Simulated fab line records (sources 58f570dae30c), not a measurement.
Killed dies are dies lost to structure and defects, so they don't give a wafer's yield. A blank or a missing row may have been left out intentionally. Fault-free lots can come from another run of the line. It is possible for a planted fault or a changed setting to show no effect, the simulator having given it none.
Which tool was responsible? || flow berkeley cmos170 || 21 wafers from 7 lots sampled at 2 of the route's 331 steps

== WHAT EACH GAUGE READ, for each wafer ==
UCB170_M2_RS_MEAS_02: the measuring method here is four-point-probe.
{"lot": "L432", "measured": "day 7 18:26", "on": "film metro-01", "M2_AL_RS (ohm/sq)": "0.0326 0.0329 0.0328"}
{"lot": "L435", "measured": "day 8 01:46", "on": "film metro-02", "M2_AL_RS (ohm/sq)": "0.0321 0.0320 0.0320"}
{"lot": "L438", "measured": "day 9 03:44", "on": "film metro-04", "M2_AL_RS (ohm/sq)": "0.0317 0.0321 0.0318"}
{"lot": "L442", "measured": "day 9 03:59", "on": "film metro-01", "M2_AL_RS (ohm/sq)": "0.0321 0.0321 0.0322"}
{"lot": "L446", "measured": "day 10 12:26", "on": "film metro-02", "M2_AL_RS (ohm/sq)": "0.0332 0.0330 0.0330"}
{"lot": "L452", "measured": "day 11 13:06", "on": "film metro-01", "M2_AL_RS (ohm/sq)": "0.0325 0.0324 0.0323"}
{"lot": "L455", "measured": "day 12 15:32", "on": "film metro-01", "M2_AL_RS (ohm/sq)": "0.0321 0.0321 0.0318"}

== WHICH TOOL RAN EACH LOT (tool, then ch and the chambers of the sampled wafers, then the start) ==
{"lot": "L432", "UCB170_V1_STRIP_15": "plasma asher-01 ch 0,1, day 7 18:04"}
{"lot": "L435", "UCB170_V1_STRIP_15": "plasma asher-04 ch 0,1, day 8 01:23"}
{"lot": "L438", "UCB170_V1_STRIP_15": "plasma asher-04 ch 0,1, day 9 03:21"}
{"lot": "L442", "UCB170_V1_STRIP_15": "plasma asher-04 ch 0,1, day 9 03:37"}
{"lot": "L446", "UCB170_V1_STRIP_15": "plasma asher-01 ch 0,1, day 10 11:59"}
{"lot": "L452", "UCB170_V1_STRIP_15": "plasma asher-01 ch 0,1, day 11 12:44"}
{"lot": "L455", "UCB170_V1_STRIP_15": "plasma asher-02 ch 0,1, day 12 15:10"}
- UCB170_V1_STRIP_15: strips in O2.

== THE ANSWER, worked out from the rows above alone ==
Rule: what is usual is taken from the lots themselves. The widest of any qualifying gaps counts: lots, ordered by their means at a reading, are off when they make up no more than a third of the lots, leave a main group of 4 or more, and stand apart from it by 3 or more times the standard deviation of that group's means. Not used: any main group whose means are identical at the precision the tables above print for the reading. A lot without any number at a reading at which 4 lots or more have one is off too. Any other lot the step has rows for is counted as sound.
No lot is off on any of the readings shown, so nothing can be concluded from this.

== WHAT HAD BEEN PUT IN BY THE SIMULATOR ==
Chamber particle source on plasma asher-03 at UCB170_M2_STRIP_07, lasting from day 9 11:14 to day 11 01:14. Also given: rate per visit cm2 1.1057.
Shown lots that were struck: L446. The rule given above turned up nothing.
